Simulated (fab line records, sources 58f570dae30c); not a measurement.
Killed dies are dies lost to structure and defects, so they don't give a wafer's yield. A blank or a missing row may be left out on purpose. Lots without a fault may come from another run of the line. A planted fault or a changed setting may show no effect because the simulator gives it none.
Which tool did it? | flow berkeley_cmos170 | 14 lots, 42 wafers sampled, at 5 steps of a route of 331

WHAT THE GAUGES READ, wafer by wafer
UCB170_V1_BOW_MEAS_03. Usual: V1_BOW 18 um, standard deviation 7.1.
lot  | measured     | on            | V1_BOW (um) | flag
L806 | day 8 17:06  | film_metro-03 | 9 21 5      |
L807 | day 8 23:02  | film_metro-04 | 19 30 13    |
L808 | day 9 00:30  | film_metro-02 | 15 26 24    |
L812 | day 9 07:46  | film_metro-04 | 15 22 21    |
L809 | day 9 09:05  | film_metro-04 | 27 19 10    |
L811 | day 9 10:25  | film_metro-04 | 20 17 19    |
L810 | day 9 10:28  | film_metro-02 | 13 21 11    |
L814 | day 10 15:50 | film_metro-03 | 21 28 19    |
L813 | day 10 17:11 | film_metro-03 | 14 15 7     |
L821 | day 11 17:14 | film_metro-04 | 15 23 18    |
L822 | day 11 19:19 | film_metro-04 | 15 13 13    |
L824 | day 12 08:49 | film_metro-02 | 21 15 13    |
L823 | day 12 10:26 | film_metro-04 | 21 17 21    |
L828 | day 13 00:13 | film_metro-02 | 6 15 12     |

UCB170_V1_CD_MEAS_90: target cd 700 nm. Usual: cd_nm 699.9 nm, standard deviation 1.4.
lot  | measured     | on        | cd_nm (nm)        | flag
L806 | day 8 18:58  | cd_sem-02 | 700.8 701.1 702.3 |
L807 | day 9 03:22  | cd_sem-01 | 698.4 699.7 700.7 |
L808 | day 9 03:43  | cd_sem-01 | 700.4 699.2 699.0 |
L812 | day 9 13:44  | cd_sem-02 | 700.3 699.9 698.9 |
L809 | day 9 14:06  | cd_sem-01 | 699.7 703.3 698.9 |
L811 | day 9 13:57  | cd_sem-02 | 701.4 699.0 699.8 |
L810 | day 9 14:23  | cd_sem-02 | 701.5 699.6 700.7 |
L814 | day 10 17:35 | cd_sem-02 | 700.3 699.4 699.3 |
L813 | day 10 19:06 | cd_sem-02 | 701.0 702.3 700.7 |
L821 | day 11 19:20 | cd_sem-01 | 700.6 697.3 700.5 |
L822 | day 11 22:30 | cd_sem-01 | 699.4 699.4 698.1 |
L824 | day 12 10:38 | cd_sem-02 | 700.3 698.5 700.1 |
L823 | day 12 13:13 | cd_sem-02 | 700.2 698.6 700.0 |
L828 | day 13 03:15 | cd_sem-01 | 700.8 701.0 699.0 |

UCB170_V2_THK_MEAS_04. Usual: V2_POLISHED_THK 999.5 nm, standard deviation 1.4.
lot  | measured     | on            | V2_POLISHED_THK (nm) | flag
L806 | day 8 23:16  | film_metro-01 | 998.6 999.7 1000.7   |
L807 | day 9 06:45  | film_metro-01 | 1000.4 999.3 998.3   |
L808 | day 9 07:07  | film_metro-04 | 1002.0 1000.4 1001.2 |
L812 | day 9 17:31  | film_metro-04 | 1000.1 1000.6 1001.8 |
L809 | day 9 17:50  | film_metro-04 | 1000.2 1000.6 1001.5 |
L811 | day 9 17:43  | film_metro-01 | 1001.5 999.8 998.9   |
L810 | day 9 18:05  | film_metro-03 | 998.1 998.1 997.1    |
L814 | day 10 21:14 | film_metro-04 | 998.5 997.5 998.5    |
L813 | day 10 22:53 | film_metro-04 | 998.2 1001.5 998.7   |
L821 | day 12 00:31 | film_metro-03 | 1000.0 1001.8 1002.0 |
L822 | day 12 02:23 | film_metro-04 | 998.6 998.1 1364.0   | OFF
L824 | day 12 14:30 | film_metro-04 | 1001.4 999.4 1000.8  |
L823 | day 12 17:18 | film_metro-04 | 1345.0 997.5 1348.2  | OFF
L828 | day 13 07:59 | film_metro-01 | 1001.4 1001.3 998.5  |

WHICH TOOL RAN EACH LOT (tool, then ch and the chambers of the sampled wafers, then the start)
lot  | UCB170_V1_STRIP_15                   | UCB170_V2_CMP_02
L806 | plasma_asher-01 ch 0,1, day 8 18:50  | cmp-01 ch 0,1,3, day 8 22:55
L807 | plasma_asher-03 ch 0,1, day 9 03:14  | cmp-02 ch 0,1,2, day 9 06:19
L808 | plasma_asher-01 ch 0,1, day 9 03:35  | cmp-01 ch 0,2, day 9 06:44
L812 | plasma_asher-01 ch 0,1, day 9 13:38  | cmp-01 ch 1,2,3, day 9 17:08
L809 | plasma_asher-01 ch 0,1, day 9 14:00  | cmp-01 ch 1,2,3, day 9 17:31
L811 | plasma_asher-04 ch 0,1, day 9 13:51  | cmp-02 ch 0,1,2, day 9 17:17
L810 | plasma_asher-01 ch 0,1, day 9 14:16  | cmp-02 ch 1,2,3, day 9 17:45
L814 | plasma_asher-01 ch 0,1, day 10 17:28 | cmp-02 ch 1,2, day 10 20:48
L813 | plasma_asher-03 ch 0,1, day 10 18:59 | cmp-01 ch 0,1,3, day 10 22:33
L821 | plasma_asher-03 ch 0,1, day 11 19:14 | cmp-01 ch 1,3, day 12 00:09
L822 | plasma_asher-04 ch 0,1, day 11 22:23 | cmp-02 ch 0,1,2, day 12 02:02
L824 | plasma_asher-01 ch 0,1, day 12 10:32 | cmp-01 ch 2,3, day 12 14:08
L823 | plasma_asher-01 ch 0,1, day 12 13:07 | cmp-02 ch 1,2, day 12 16:56
L828 | plasma_asher-03 ch 0,1, day 13 03:09 | cmp-01 ch 0,1,3, day 13 07:34
- UCB170_V1_STRIP_15: strips in O2.
- UCB170_V2_CMP_02: polishes SiO2.

WHAT THE TOOLS THEMSELVES READ (means of the sampled wafers that have a number; where no wafer has one, the mark that the record gives instead)
UCB170_V1_STRIP_15. Usual: drypump_motor_current_A 5.9 A, standard deviation 0.33; oes_product_au 0.722 a.u., standard deviation 0.0047; strip_time_to_endpoint_s 15.40 s, standard deviation 0.15.
lot  | tool            | drypump_motor_current_A (A) | oes_product_au (a.u.) | strip_time_to_endpoint_s (s) | flag
L806 | plasma_asher-01 | 5.9                         | 0.722                 | 15.34                        |
L807 | plasma_asher-03 | 5.8                         | 0.724                 | 15.32                        |
L808 | plasma_asher-01 | 5.9                         | 0.721                 | 15.35                        |
L812 | plasma_asher-01 | 5.9                         | 0.721                 | 15.46                        |
L809 | plasma_asher-01 | 5.7                         | 0.723                 | 15.36                        |
L811 | plasma_asher-04 | 6.1                         | 0.723                 | 15.37                        |
L810 | plasma_asher-01 | 5.9                         | 0.720                 | 15.39                        |
L814 | plasma_asher-01 | 5.9                         | 0.723                 | 15.38                        |
L813 | plasma_asher-03 | 5.8                         | 0.724                 | 15.34                        |
L821 | plasma_asher-03 | 5.8                         | 0.725                 | 15.54                        |
L822 | plasma_asher-04 | 5.9                         | 0.716                 | 15.47                        |
L824 | plasma_asher-01 | 5.9                         | 0.721                 | 15.26                        |
L823 | plasma_asher-01 | 5.7                         | 0.724                 | 15.51                        |
L828 | plasma_asher-03 | 5.8                         | 0.721                 | 15.40                        |

UCB170_V2_CMP_02. Usual: motor_current_A 16.5 A, standard deviation 1.7; slurry_flow_ml_min 150.0, standard deviation 0.51.
lot  | tool   | motor_current_A (A) | slurry_flow_ml_min | flag
L806 | cmp-01 | 17.0                | 150.0              |
L807 | cmp-02 | 15.6                | 149.7              |
L808 | cmp-01 | 16.6                | 150.0              |
L812 | cmp-01 | 18.6                | 149.9              |
L809 | cmp-01 | 18.6                | 150.4              |
L811 | cmp-02 | 15.4                | 150.1              |
L810 | cmp-02 | 16.1                | 149.7              |
L814 | cmp-02 | 16.1                | 149.9              |
L813 | cmp-01 | 17.1                | 149.9              |
L821 | cmp-01 | 17.2                | 150.3              |
L822 | cmp-02 | 15.2                | 150.0              |
L824 | cmp-01 | 18.5                | 150.1              |
L823 | cmp-02 | 16.0                | 149.7              |
L828 | cmp-01 | 16.9                | 150.2              |

THE ANSWER, worked out from the rows above alone
Rule: a lot is off if the mean of its wafers that have a number lies more than 3 standard deviations from the usual mean. A lot without any number at a reading at which 4 lots or more have one is off too. The other lots that the step has rows for count as sound. The gauges are gone through in route order, then the tools' own readings, and for those a lot's mean is taken as printed above. The first step at which some lot is off is used, and at that step the reading that is off furthest; a lot without a number counts as furthest.
Off: L822, L823, at UCB170_V2_THK_MEAS_04 (V2_POLISHED_THK).
A tool fits if, at a process step before that reading, it ran every lot that is off, and no sound lot after the first of them. The gauges at UCB170_V2_THK_MEAS_04 are tried like those tools. One fits: cmp-02 at UCB170_V2_CMP_02. Its last sound lot is L814 (day 10 20:48), its first lot that is off L822 (day 12 02:02): a fault that began between those two fits.

WHAT THE SIMULATOR HAD PUT IN
Process parameter drift: cmp-02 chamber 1, from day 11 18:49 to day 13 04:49, at UCB170_V2_CMP_02. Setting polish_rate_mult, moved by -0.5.
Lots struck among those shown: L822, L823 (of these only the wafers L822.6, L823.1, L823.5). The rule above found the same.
